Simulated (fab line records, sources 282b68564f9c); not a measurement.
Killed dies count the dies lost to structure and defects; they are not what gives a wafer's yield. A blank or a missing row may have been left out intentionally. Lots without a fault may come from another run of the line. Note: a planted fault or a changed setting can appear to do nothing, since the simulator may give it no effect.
Comparing a struck lot with a sound one    flow ritCmos    39 out of 202 route steps
Sound: the wafers L619.1, L619.3, L619.5. Struck: wafers L628.2, L628.4, L628.5. The cause comes at the end.
Each step with rows lists, per side, the tool, then ch with its chambers, then its first start. Under that, the readings that differ: sound wafers    struck wafers    difference of the means    sigmas: that difference in standard deviations of wafers without a fault.
alike: readings with means less than 2 such deviations apart, plus words and numbers identical on both sides. not compared: withheld readings, readings lacking a value on some wafer, bounds such as >300 that could conceal the same value, and numbers that have no deviation in the record and whose values overlap.
A row with sigmas, a row that says differs or no value, or rows on one side alone: a step with any of these is where the two part. Numbers that have no deviation but don't overlap get no sigmas and don't part them. A reading that every wafer of one side lacks parts them only if that side has two wafers or more.

first, 3 steps without rows for these wafers: RIT_GATE_EXPOSE_13 (exposes mask M6, target cd 150 nm); RIT_GATE_PEB_14; RIT_GATE_DEVELOP_15 (develop time 50 s).
RIT_GATE_CD_MEAS_16: target cd 150 nm.
  sound on cdSem-01, day 3 00:35; struck on cdSem-01, day 4 21:01
  alike: cdNm
RIT_GATE_OVL_MEAS_17:
  sound on overlay-01, day 3 00:42; struck on overlay-02, day 4 21:08
  alike: GATE_OVL
then, 1 step without rows for these wafers: RIT_GATE_HARDBAKE_18 (time 60 s).
RIT_GATE_ETCH_19: etches poly-Si in SF6/CHF3/O2, stops on SiO2, time 165 s, target depth 312.5 nm.
  sound on rieSi-01 ch 2,3, day 3 00:53; struck on rieSi-01 ch 0,1,3, day 4 21:19
  alike: drypumpMotorCurrentA, oesProductAu, throttleValvePct
  not compared: rfHoursCounterH
RIT_GATE_STRIP_20: strips in O2, time 180 s.
  sound on plasmaAsher-01 ch 0, day 3 01:00; struck on plasmaAsher-01 ch 0,1, day 4 21:25
  alike: drypumpMotorCurrentA
  not compared: rfHoursCounterH
RIT_GATE_CD_MEAS_90: target cd 150 nm.
  sound on cdSem-01, day 3 01:10; struck on cdSem-02, day 4 21:37
  alike: cdNm
then, 3 steps without rows for these wafers: RIT_REOX_CLEAN_00 (cleans in SC1, time 600 s); RIT_REOX_CLEAN_01 (cleans in dHF, time 30 s); RIT_REOX_CLEAN_02 (cleans in SC2, time 600 s).
RIT_REOX_OXIDATION_03: target thk 25.2 nm, ox time 5580 s.
  sound on furnace-01 ch 0, day 3 01:43; struck on furnace-04 ch 0, day 4 23:07
reading                                     sound              struck             difference  sigmas
model.SiO2_of_REOX_OXIDATION_03.thkNm (nm)  25.02 25.23 25.24  28.14 27.84 28.11  +2.87       
  alike: spikeTcCentreC, tubeCenterTempC
RIT_REOX_THK_MEAS_04:
  sound on filmMetro-04, day 3 04:16; struck on filmMetro-01, day 5 01:41
reading              sound           struck          difference  sigmas
REOX_OXIDE_THK (nm)  25.1 25.3 25.3  28.1 27.9 28.2  +2.8        +5
then, 6 steps without rows for these wafers: RIT_NLDD_HMDS_00 (prime time 60 s); RIT_NLDD_COAT_01 (resist thk 1000 nm); RIT_NLDD_SOFTBAKE_02 (time 60 s); RIT_NLDD_EXPOSE_03 (exposes mask M7, target cd 40700 nm); RIT_NLDD_PEB_04; RIT_NLDD_DEVELOP_05 (develop time 50 s).
RIT_NLDD_OVL_MEAS_06:
  sound on overlay-01, day 3 05:14; struck on overlay-02, day 5 02:46
  alike: NLDD_OVL
then, 2 steps without rows for these wafers: RIT_NLDD_HARDBAKE_07 (time 60 s); RIT_NLDD_IMPLANT_08.
RIT_NLDD_STRIP_09: strips in O2, time 180 s.
  sound on plasmaAsher-04 ch 0,1, day 3 05:35; struck on plasmaAsher-03 ch 0,1, day 5 03:05
  alike: drypumpMotorCurrentA
  not compared: rfHoursCounterH
RIT_NLDD_TW_MEAS_10:
  sound on filmMetro-03, day 3 05:45; struck on filmMetro-01, day 5 03:16
  alike: NLDD_TW
then, 6 steps without rows for these wafers: RIT_PLDD_HMDS_00 (prime time 60 s); RIT_PLDD_COAT_01 (resist thk 1000 nm); RIT_PLDD_SOFTBAKE_02 (time 60 s); RIT_PLDD_EXPOSE_03 (exposes mask M8, target cd 40900 nm); RIT_PLDD_PEB_04; RIT_PLDD_DEVELOP_05 (develop time 50 s).
RIT_PLDD_OVL_MEAS_06:
  sound on overlay-01, day 3 06:40; struck on overlay-01, day 5 04:11
  alike: PLDD_OVL
then, 2 steps without rows for these wafers: RIT_PLDD_HARDBAKE_07 (time 60 s); RIT_PLDD_IMPLANT_08.
RIT_PLDD_STRIP_09: strips in O2, time 180 s.
  sound on plasmaAsher-03 ch 0,1, day 3 07:00; struck on plasmaAsher-04 ch 0,1, day 5 04:31
  alike: drypumpMotorCurrentA
  not compared: rfHoursCounterH
RIT_PLDD_TW_MEAS_10:
  sound on filmMetro-01, day 3 07:10; struck on filmMetro-01, day 5 04:41
  alike: PLDD_TW
RIT_SPACER_CLEAN_00: cleans in SC1, time 600 s.
  sound on wetBench-02 ch 2, day 3 07:14; struck on wetBench-01 ch 1, day 5 04:44
reading                                     sound            struck             difference  sigmas
model.SiO2_of_REOX_OXIDATION_03.thkNm (nm)  23.11 23.3 23.3  25.95 25.69 25.93  +2.62       
then, 1 step without rows for these wafers: RIT_SPACER_CLEAN_01 (cleans in dHF, time 30 s).
RIT_M1_PROBE_99:
  sound on prober-02, day 3 21:15; struck on prober-01, day 5 19:17
reading                           sound              struck             difference  sigmas
model.etest.pmosTurned.rOnOhmUm   3362 3359 3306     3958 3911 3979     +607        
model.etest.pmos_0p3.rOnOhmUm     6272 6203 6066     6600 6578 6604     +414        
model.etest.pmos_0p15.rOnOhmUm    2660 2666 2598     2990 2967 3036     +356        
model.etest.pldd.rsOhmSq          508.3 520.4 520.7  662.9 639 667      +139.8      
model.etest.nmos_0p15.rOnOhmUm    1064 1060 1037     1164 1161 1196     +120        
model.etest.nmos_0p3.rOnOhmUm     2117 2102 2045     2235 2215 2233     +140        
model.etest.nmosTurned.driveUaUm  345.3 345.1 347.1  262 270.4 261.6    -81         
model.etest.nldd.rsOhmSq          367.9 369.4 368    421.4 413.8 423.6  +51.2       
  alike: killedAtFrontEnd, killedDies, killedOpen, killedShort

== WHERE THEY PART ==
Only at RIT_REOX_THK_MEAS_04, as far as this record shows. Later steps at which nothing parts them and some readings are alike: RIT_NLDD_OVL_MEAS_06, RIT_NLDD_STRIP_09, RIT_NLDD_TW_MEAS_10, RIT_PLDD_OVL_MEAS_06, RIT_PLDD_STRIP_09, RIT_PLDD_TW_MEAS_10, RIT_M1_PROBE_99.

WHY: what had been put in by the simulator
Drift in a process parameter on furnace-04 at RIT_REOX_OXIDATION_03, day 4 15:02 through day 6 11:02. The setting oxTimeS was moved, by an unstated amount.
